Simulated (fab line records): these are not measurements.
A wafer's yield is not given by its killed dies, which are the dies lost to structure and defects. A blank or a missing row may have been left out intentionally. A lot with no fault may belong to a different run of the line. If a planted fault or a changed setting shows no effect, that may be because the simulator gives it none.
Comparing a struck lot with a sound one | flow berkeley cmos170 | 14 steps out of a route of 331
Sound: the wafers L979.1, L979.2, L979.3. Struck: wafers L973.1, L973.3, L973.5. At the end, the cause is stated.
At each step with rows: each side's tool, then ch and its chambers, then its first start. Under that, the readings that differ: sound wafers | struck wafers | difference of the means | sigmas: that difference in standard deviations of wafers without a fault.
alike: words and numbers the same on both sides, and readings whose means are apart by under 2 such deviations; not compared: readings that were withheld, readings missing a value for some wafer, numbers with overlapping values and no deviation given by the record, and bounds like >300 which may hide the same value.
The two part at a step that has a row with sigmas, a row that says differs or no value, or rows on one side only. Numbers that don't overlap but have no deviation are shown without sigmas and don't part them. Lack of a reading on every wafer of one side parts them only where that side has two or more wafers.

first, 2 steps without rows for these wafers: UCB170_NLDD_IMPLANT_08; UCB170_NLDD_IMPLANT_09.
UCB170_NLDD_STRIP_10: strips in O2.
  sound on plasma asher-03 ch 0,1, day 11 02:43; struck on plasma asher-04 ch 0,1, day 9 15:49
  alike: drypump motor current A, oes product au, strip time to endpoint s
  not compared: rf hours counter h
UCB170_NLDD_TW_MEAS_11:
  struck on film metro-01, day 9 15:55; sound on film metro-01, day 11 02:49
  alike: NLDD_TW
then, 1 step without rows for these wafers: UCB170_NLDD_CLEAN_12 (cleans in SPM, time 600 s).
UCB170_SPACER_CVD_00: deposits SiO2 from TEOS/O2, target thk 376 nm, time 45.89 s.
  sound on pecvd-04 ch 0,1,2, day 11 03:02; struck on pecvd-03 ch 0,1,2, day 9 16:10
  alike: heater power w
UCB170_SPACER_THK_MEAS_01:
  struck on film metro-03, day 9 16:13; sound on film metro-01, day 11 03:05
  alike: SPACER_TEOS_THK
then, 1 step without rows for these wafers: UCB170_SPACER_ANNEAL_02 (time 1800 s).
UCB170_SPACER_ETCHBACK_03: etches SiO2 in CHF3/CF4/Ar, stops on Si, target depth 376 nm, time 100 s.
  sound on rie diel-04 ch 0,1,2, day 11 08:23; struck on rie diel-02 ch 0,2, day 9 21:05
  alike: drypump motor current A, oes product au, throttle valve pct
  not compared: rf hours counter h
then, 3 steps without rows for these wafers: UCB170_PSD_HMDS_00 (prime time 60 s); UCB170_PSD_COAT_01 (resist thk 900 nm); UCB170_PSD_SOFTBAKE_02 (time 60 s).
UCB170_PSD_EXPOSE_03: exposes mask PSELECT MOD, target cd 1200 nm.
  sound on krf scanner-02 ch 0, day 11 08:56; struck on krf scanner-02, day 9 22:07
  no value came back on the struck wafers for exposure dose mJ cm2, focus offset nm (nm), stage vel mm s (mm/s); on the sound wafers exposure dose mJ cm2 reads 30.05 30.04 30.01
  alike: mask
next, for these wafers, 1 step has no rows: UCB170_PSD_PEB_04.

== WHERE THEY PART ==
Only at UCB170_PSD_EXPOSE_03, as far as this record shows.

WHY: whatever the simulator had introduced
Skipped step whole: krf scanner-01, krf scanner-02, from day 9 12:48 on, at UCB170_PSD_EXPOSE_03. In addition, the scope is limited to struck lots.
